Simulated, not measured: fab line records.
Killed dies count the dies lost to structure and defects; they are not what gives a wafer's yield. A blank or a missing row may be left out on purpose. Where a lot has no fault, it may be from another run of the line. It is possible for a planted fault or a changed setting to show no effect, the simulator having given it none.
Split-lot trial -- flow rit_cmos -- on a route of 202 steps: 5 lots, 27 wafers read

THE SPLIT
At RIT_FOX1_OXIDATION_00 (target thk 350.7 nm, ox time 1130 s), the setting ox_time_s was moved away from the recipe's 1130 s on 24 of the 27 wafers read, by -45.2% to -19.7%. All remaining wafers had this setting at the recipe value.

There is no step in the file separating the split from the reading.

THE READING
FOX1_OXIDE_THK, in nm, at RIT_FOX1_THK_MEAS_01. On this fab line, fault-free wafers typically give 350 nm with a standard deviation of 6.1 nm.

wafer,"tool, chamber at the split","ox_time_s as run, s",against the recipe,"FOX1_OXIDE_THK, nm",against lot-mates on the recipe
L074.1,"-, -",619.5,-45.2%,247,no lot-mate on the recipe
L074.2,"-, -",619.5,-45.2%,246,no lot-mate on the recipe
L074.3,"-, -",619.5,-45.2%,242,no lot-mate on the recipe
L074.4,"-, -",619.5,-45.2%,252,no lot-mate on the recipe
L074.5,"-, -",619.5,-45.2%,245,no lot-mate on the recipe
L074.6,"-, -",619.5,-45.2%,248,no lot-mate on the recipe
L077.1,"-, -",907.5,-19.7%,310,no lot-mate on the recipe
L077.2,"-, -",907.5,-19.7%,311,no lot-mate on the recipe
L077.3,"-, -",907.5,-19.7%,313,no lot-mate on the recipe
L077.4,"-, -",907.5,-19.7%,312,no lot-mate on the recipe
L077.5,"-, -",907.5,-19.7%,307,no lot-mate on the recipe
L077.6,"-, -",907.5,-19.7%,309,no lot-mate on the recipe
L078.1,"furnace-04, 0",1130,recipe,348,-
L078.2,"furnace-04, 0",1130,recipe,344,-
L078.5,"furnace-04, 0",1130,recipe,346,-
L081.1,"-, -",831.7,-26.4%,274,no lot-mate on the recipe
L081.2,"-, -",831.7,-26.4%,276,no lot-mate on the recipe
L081.3,"-, -",831.7,-26.4%,278,no lot-mate on the recipe
L081.4,"-, -",831.7,-26.4%,277,no lot-mate on the recipe
L081.5,"-, -",831.7,-26.4%,276,no lot-mate on the recipe
L081.6,"-, -",831.7,-26.4%,272,no lot-mate on the recipe
L083.1,"-, -",711.9,-37.0%,265,no lot-mate on the recipe
L083.2,"-, -",711.9,-37.0%,265,no lot-mate on the recipe
L083.3,"-, -",711.9,-37.0%,263,no lot-mate on the recipe
L083.4,"-, -",711.9,-37.0%,268,no lot-mate on the recipe
L083.5,"-, -",711.9,-37.0%,268,no lot-mate on the recipe
L083.6,"-, -",711.9,-37.0%,268,no lot-mate on the recipe

THE FIT
A straight line over all 27 wafers: FOX1_OXIDE_THK changes by +2.23 nm for each +1% of ox_time_s; r = +0.97; the points scatter about the line by 7.5 nm.
Too few moved wafers with a lot-mate on the recipe to fit a line net of each lot's own level.

THE WHOLE CHAIN: every reading that the file lists as answering this split, in the file's order
step,what it does,reading,change (the file's fit),r (the file's)
RIT_FOX1_OXIDATION_00,"target thk 350.7 nm, ox time 1130 s","SiO2_of_FOX1_OXIDATION_00.thk_nm (the simulator's own value, which no gauge read)",+2.23 nm for each +1% of the setting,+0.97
RIT_FOX1_THK_MEAS_01,,FOX1_OXIDE_THK,+2.23 for each +1% of the setting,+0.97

THE FILE'S OWN FIT
FOX1_OXIDE_THK changes by +2.23 nm for each +1% of ox_time_s, r = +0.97.
